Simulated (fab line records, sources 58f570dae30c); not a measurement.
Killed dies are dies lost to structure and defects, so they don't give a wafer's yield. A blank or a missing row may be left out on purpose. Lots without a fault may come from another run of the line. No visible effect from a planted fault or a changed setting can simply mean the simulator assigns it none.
Which tool was responsible?	flow berkeley_cmos170	Sampling: 15 lots, 45 wafers, 2 of 331 route steps

## WHAT EACH GAUGE READ, for each wafer
UCB170_NVT_TW_MEAS_09. Usual: for NVT_TW the level is 516 and the standard deviation is 5.9.
lot	measured	on	NVT_TW	flag
L802	day 5 02:44	film_metro-02	513 512 513	
L804	day 5 19:00	film_metro-04	508 507 507	
L803	day 5 19:26	film_metro-02	512 510 513	
L805	day 5 23:51	film_metro-04	508 510 509	
L806	day 6 07:57	film_metro-02	516 519 515	
L807	day 6 08:20	film_metro-02	515 515 515	
L808	day 6 17:53	film_metro-02	519 516 518	
L810	day 7 03:27	film_metro-02	515 515 513	
L812	day 7 07:37	film_metro-03	525 524 530	
L811	day 7 07:55	film_metro-04	513 509 515	
L813	day 7 23:16	film_metro-04	509 512 511	
L814	day 7 23:29	film_metro-03	525 521 523	
L817	day 8 08:56	film_metro-03	575 580 575 577 579 578	OFF
L818	day 8 23:36	film_metro-04	564 563 564 565 567 563	OFF
L820	day 9 08:55	film_metro-03	577 575 577 579 579 578	OFF

## TOOL THAT RAN EACH LOT (tool first, then ch and the chambers of the sampled wafers, then the start)
lot	UCB170_NVT_IMPLANT_07
L802	implanter-03 ch 0, day 5 02:30
L804	implanter-04 ch 0, day 5 18:45
L803	implanter-01 ch 0, day 5 19:11
L805	implanter-01 ch 0, day 5 23:38
L806	implanter-04 ch 0, day 6 07:42
L807	implanter-03 ch 0, day 6 08:05
L808	implanter-03 ch 0, day 6 17:38
L810	implanter-04 ch 0, day 7 03:12
L812	implanter-01 ch 0, day 7 07:22
L811	implanter-03 ch 0, day 7 07:43
L813	implanter-01 ch 0, day 7 23:01
L814	implanter-01 ch 0, day 7 23:16
L817	implanter-01 ch 0, day 8 08:43
L818	implanter-01 ch 0, day 8 23:23
L820	implanter-01 ch 0, day 9 08:42
- UCB170_NVT_IMPLANT_07

## AS READ BY THE TOOLS THEMSELVES (means over the sampled wafers that have a number; for cases with no such wafer, the mark the record gives instead)
UCB170_NVT_IMPLANT_07. Usual: dose_ions_cm2 3e+12, standard deviation 3.3e+09; faraday_current_uA 9.53, standard deviation 0.18.
lot	tool	dose_ions_cm2	faraday_current_uA	flag
L802	implanter-03	3e+12	9.56	
L804	implanter-04	3e+12	9.56	
L803	implanter-01	3e+12	9.65	
L805	implanter-01	3e+12	9.61	
L806	implanter-04	3e+12	9.46	
L807	implanter-03	3e+12	9.34	
L808	implanter-03	3e+12	9.43	
L810	implanter-04	3e+12	9.61	
L812	implanter-01	3e+12	9.58	
L811	implanter-03	3e+12	9.46	
L813	implanter-01	3e+12	9.56	
L814	implanter-01	3e+12	9.51	
L817	implanter-01	4e+12	12.79	OFF
L818	implanter-01	4e+12	13.09	OFF
L820	implanter-01	4e+12	13.13	OFF

## THE ANSWER, worked out from the rows above alone
Rule: a lot counts as off when the mean over its wafers that have a number is more than 3 standard deviations away from the usual mean. A lot without any number at a reading at which 4 lots or more have one is off too. Where the step has rows for the other lots, those lots are counted as sound. Order of review: gauges by route order, followed by the tools' own readings, for which a lot's mean as printed above is used. At the first step where some lot is off, the reading lying furthest off is the one used; lots without a number count as furthest.
Off: L817, L818, L820, at UCB170_NVT_TW_MEAS_09 (NVT_TW).
If a tool, at a process step before that reading, ran all the lots that are off and no sound lot after the first of them, it fits. Not tried: the gauges at UCB170_NVT_TW_MEAS_09; whatever is off there is also off at UCB170_NVT_IMPLANT_07, on other tools, and gauge error can't account for it. One fits: UCB170_NVT_IMPLANT_07 on implanter-01. Its last sound lot is L814 (day 7 23:16), its first lot that is off L817 (day 8 08:43): a fault that began between those two fits.
The tool's own readings at UCB170_NVT_IMPLANT_07 bear it out: on the lots that are off they differ by more than 5 times the standard deviation of the sound lots' means. dose_ions_cm2 reads 4e+12 there against 3e+12 on the sound lots; faraday_current_uA reads 13.00 there against 9.53 on the sound lots.

## WHAT THE SIMULATOR HAD PUT IN
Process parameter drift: implanter-01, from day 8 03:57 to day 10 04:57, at UCB170_NVT_IMPLANT_07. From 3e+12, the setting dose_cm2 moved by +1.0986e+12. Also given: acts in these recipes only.
Lots struck among those shown: L817, L818, L820. The same result came from the rule above.
